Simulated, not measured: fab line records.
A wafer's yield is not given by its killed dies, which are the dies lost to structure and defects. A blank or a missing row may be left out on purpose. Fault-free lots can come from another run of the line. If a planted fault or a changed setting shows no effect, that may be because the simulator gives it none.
One fault through the eyes of 2 desks ; flow ritCmos ; each desk has only its own numbers; what lay behind them comes last

== METROLOGY DESK ==
What the gauges read, lot by lot, whatever tool the lot ran on: means of the sampled wafers that have a number. The brackets show how far a lot's mean lies from the usual mean; more than 4 standard deviations puts the lot out of limits, marked OUT.
Columns: A = REOX_OXIDE_THK at RIT_REOX_THK_MEAS_04, usual 25.2 nm
lot;first seen here;A
L398;day 2 23:04;25.1
L399;day 3 03:33;24.9
L400;day 3 11:44;25.0
L402;day 4 00:34;25.4
L403;day 4 02:50;24.6
L404;day 4 05:32;25.6
L407;day 4 23:28;29.5 (+8.5) OUT
L408;day 5 03:57;29.5 (+8.4) OUT
L412;day 5 19:56;25.8
L413;day 6 01:08;25.1
L414;day 6 06:25;24.8
L416;day 6 20:17;25.2
L417;day 7 01:49;25.6
L420;day 7 17:22;24.5
This desk reports L407, L408 out of limits; the earliest was L407 at day 4 23:28 (REOX_OXIDE_THK at RIT_REOX_THK_MEAS_04). L398, L399, L400, L402, L403, L404, L412, L413, L414, L416, L417, L420: within limits.

== FOR THE TOOL OWNER'S DESK: furnace-01 ==
The tool's own readings at RIT_REOX_OXIDATION_03 (target thk 25.2 nm, ox time 5580 s): means of the sampled wafers that have a number, for each lot that ran on this tool. The brackets show how far a lot's mean lies from the usual mean; more than 4 standard deviations puts the lot out of limits, marked OUT.
Columns: A = spikeTcCentreC at RIT_REOX_OXIDATION_03, usual 902.4 C; B = spikeTcLoadC at RIT_REOX_OXIDATION_03, usual 925.6 C; C = spikeTcSourceC at RIT_REOX_OXIDATION_03, usual 920 C; D = tubeCenterTempC at RIT_REOX_OXIDATION_03, usual 900 C; E = tube_center_temp_C_max at RIT_REOX_OXIDATION_03, usual 902.3
lot;first seen here;A;B;C;D;E
L402;day 3 22:01;902.3;924.5;923;900;902.3
L404;day 4 02:58;902.3;925.0;922;900;902.0
L407;day 4 20:55;917.3 (+11) OUT;939.2 (+9.1) OUT;939 (+4.5) OUT;915 (+99 or more) OUT;917.4 (+37) OUT
L408;day 5 01:24;916.7 (+11) OUT;939.2 (+9.1) OUT;938 (+4.3) OUT;915 (+99 or more) OUT;917.1 (+36) OUT
This desk's finding: out of limits on L407, L408; first on L407, day 4 20:55 (spikeTcCentreC at RIT_REOX_OXIDATION_03). L402, L404: within limits.

== PUT TOGETHER ==
The tool owner's desk could have raised an alarm at day 4 20:55, on L407, L408.
On L407, L408, the metrology desk was in a position to raise an alarm at day 4 23:28.
Every lot named ran RIT_REOX_OXIDATION_03 on furnace-01.

== WHAT HAD BEEN PUT IN BY THE SIMULATOR ==
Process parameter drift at RIT_REOX_OXIDATION_03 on furnace-01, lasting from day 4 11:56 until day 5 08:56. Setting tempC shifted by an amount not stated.
Shown lots that were struck: L407, L408.
Fault start to first reading out of limits, in hours, per desk: tool owner, 9; metrology, 12.
